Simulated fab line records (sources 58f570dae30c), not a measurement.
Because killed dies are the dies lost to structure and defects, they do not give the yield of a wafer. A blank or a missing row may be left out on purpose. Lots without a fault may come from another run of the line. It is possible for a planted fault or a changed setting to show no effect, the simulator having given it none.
The tool behind it: which one? || flow berkeley-cmos170 || 39 wafers from 13 lots sampled at 3 of the route's 331 steps

WHAT EACH GAUGE READ, for each wafer
UCB170_V2_CD_MEAS_90: target cd 700 nm. Usual: cd-nm 699.7 nm, standard deviation 1.5.
{"lot": "L922", "measured": "day 8 16:35", "on": "cd-sem-02", "cd-nm (nm)": "699.2 701.0 698.6", "flag": ""}
{"lot": "L924", "measured": "day 9 15:08", "on": "cd-sem-01", "cd-nm (nm)": "698.7 700.7 699.6", "flag": ""}
{"lot": "L925", "measured": "day 9 15:16", "on": "cd-sem-01", "cd-nm (nm)": "698.5 699.8 700.6", "flag": ""}
{"lot": "L926", "measured": "day 9 14:53", "on": "cd-sem-01", "cd-nm (nm)": "699.1 697.4 699.3", "flag": ""}
{"lot": "L927", "measured": "day 10 05:08", "on": "cd-sem-02", "cd-nm (nm)": "700.0 699.6 699.5", "flag": ""}
{"lot": "L928", "measured": "day 10 04:46", "on": "cd-sem-02", "cd-nm (nm)": "698.9 699.1 699.4", "flag": ""}
{"lot": "L929", "measured": "day 10 17:14", "on": "cd-sem-01", "cd-nm (nm)": "697.5 698.5 698.9", "flag": ""}
{"lot": "L931", "measured": "day 11 14:15", "on": "cd-sem-01", "cd-nm (nm)": "699.8 699.1 699.9", "flag": ""}
{"lot": "L936", "measured": "day 11 17:21", "on": "cd-sem-01", "cd-nm (nm)": "699.6 698.6 698.8", "flag": ""}
{"lot": "L937", "measured": "day 12 23:15", "on": "cd-sem-02", "cd-nm (nm)": "700.8 702.8 700.1", "flag": ""}
{"lot": "L938", "measured": "day 12 20:50", "on": "cd-sem-02", "cd-nm (nm)": "700.5 699.9 700.7", "flag": ""}
{"lot": "L940", "measured": "day 12 22:44", "on": "cd-sem-01", "cd-nm (nm)": "698.0 698.3 699.7", "flag": ""}
{"lot": "L941", "measured": "day 13 08:02", "on": "cd-sem-02", "cd-nm (nm)": "698.5 697.6 697.4", "flag": ""}

UCB170_M3_RS_MEAS_02: the measuring method here is four-point-probe. Usual: M3_AL_RS 0.03209 ohm/sq, standard deviation 0.00022.
{"lot": "L922", "measured": "day 8 16:52", "on": "film-metro-03", "M3_AL_RS (ohm/sq)": "0.03211 0.03251 0.03229", "flag": ""}
{"lot": "L924", "measured": "day 9 15:24", "on": "film-metro-03", "M3_AL_RS (ohm/sq)": "0.03202 0.0322 0.03235", "flag": ""}
{"lot": "L925", "measured": "day 9 15:32", "on": "film-metro-04", "M3_AL_RS (ohm/sq)": "0.03209 0.03181 0.03187", "flag": ""}
{"lot": "L926", "measured": "day 9 15:10", "on": "film-metro-04", "M3_AL_RS (ohm/sq)": "0.03205 0.03203 0.03198", "flag": ""}
{"lot": "L927", "measured": "day 10 05:25", "on": "film-metro-01", "M3_AL_RS (ohm/sq)": "0.03182 0.03205 0.03194", "flag": ""}
{"lot": "L928", "measured": "day 10 05:02", "on": "film-metro-01", "M3_AL_RS (ohm/sq)": "0.03215 0.0318 0.03176", "flag": ""}
{"lot": "L929", "measured": "day 10 17:30", "on": "film-metro-04", "M3_AL_RS (ohm/sq)": "0.03205 0.03221 0.03198", "flag": ""}
{"lot": "L931", "measured": "day 11 14:31", "on": "film-metro-01", "M3_AL_RS (ohm/sq)": "0.03211 0.03215 0.03212", "flag": ""}
{"lot": "L936", "measured": "day 11 17:37", "on": "film-metro-04", "M3_AL_RS (ohm/sq)": "0.03221 0.03216 0.03213", "flag": ""}
{"lot": "L937", "measured": "day 12 23:31", "on": "film-metro-03", "M3_AL_RS (ohm/sq)": "0.03236 0.03232 0.03255", "flag": ""}
{"lot": "L938", "measured": "day 12 21:07", "on": "film-metro-04", "M3_AL_RS (ohm/sq)": "0.03206 0.03197 0.032", "flag": ""}
{"lot": "L940", "measured": "day 12 23:01", "on": "film-metro-03", "M3_AL_RS (ohm/sq)": "0.03198 0.03227 0.03204", "flag": ""}
{"lot": "L941", "measured": "day 13 08:18", "on": "film-metro-03", "M3_AL_RS (ohm/sq)": "0.03209 0.03217 0.03212", "flag": ""}

WHAT TOOL EACH LOT RAN ON (gives the tool, then ch and the chambers of the sampled wafers, and finally the start)
{"lot": "L922", "UCB170_ACTIVE_CVD_05": "lpcvd-02 ch 0, day 4 21:05"}
{"lot": "L924", "UCB170_ACTIVE_CVD_05": "lpcvd-01 ch 1, day 5 17:16"}
{"lot": "L925", "UCB170_ACTIVE_CVD_05": "lpcvd-01 ch 0, day 5 17:16"}
{"lot": "L926", "UCB170_ACTIVE_CVD_05": "lpcvd-01 ch 0, day 5 17:16"}
{"lot": "L927", "UCB170_ACTIVE_CVD_05": "lpcvd-02 ch 0, day 6 00:18"}
{"lot": "L928", "UCB170_ACTIVE_CVD_05": "lpcvd-02 ch 0, day 6 00:18"}
{"lot": "L929", "UCB170_ACTIVE_CVD_05": "lpcvd-01 ch 1, day 6 08:34"}
{"lot": "L931", "UCB170_ACTIVE_CVD_05": "lpcvd-01 ch 1, day 7 03:27"}
{"lot": "L936", "UCB170_ACTIVE_CVD_05": "lpcvd-01 ch 0, day 7 19:33"}
{"lot": "L937", "UCB170_ACTIVE_CVD_05": "lpcvd-02 ch 0, day 8 06:38"}
{"lot": "L938", "UCB170_ACTIVE_CVD_05": "lpcvd-02 ch 0, day 8 06:38"}
{"lot": "L940", "UCB170_ACTIVE_CVD_05": "lpcvd-01 ch 1, day 8 19:47"}
{"lot": "L941", "UCB170_ACTIVE_CVD_05": "lpcvd-01 ch 1, day 9 03:35"}
- UCB170_ACTIVE_CVD_05: deposits Si3N4 from SiH2Cl2/NH3, target thk 220 nm, time 3300 s.

AS READ BY THE TOOLS THEMSELVES (means over the sampled wafers that have a number; for cases with no such wafer, the mark the record gives instead)
The record holds no such reading with a usual standard deviation.

THE ANSWER, worked out from the rows above alone
Rule: a lot counts as off when the mean over its wafers that have a number is more than 3 standard deviations away from the usual mean. Also off: a lot with no number at a reading for which 4 or more lots have one. Where the step has rows for the other lots, those lots are counted as sound. First the gauges in route order, then the tools' own readings, where a lot's mean is used as printed above. The first step at which some lot is off is used, and at that step the reading that is off furthest; a lot without a number counts as furthest.
No lot is off at any reading shown: from this, nothing can be told.

WHAT THE SIMULATOR HAD PUT IN
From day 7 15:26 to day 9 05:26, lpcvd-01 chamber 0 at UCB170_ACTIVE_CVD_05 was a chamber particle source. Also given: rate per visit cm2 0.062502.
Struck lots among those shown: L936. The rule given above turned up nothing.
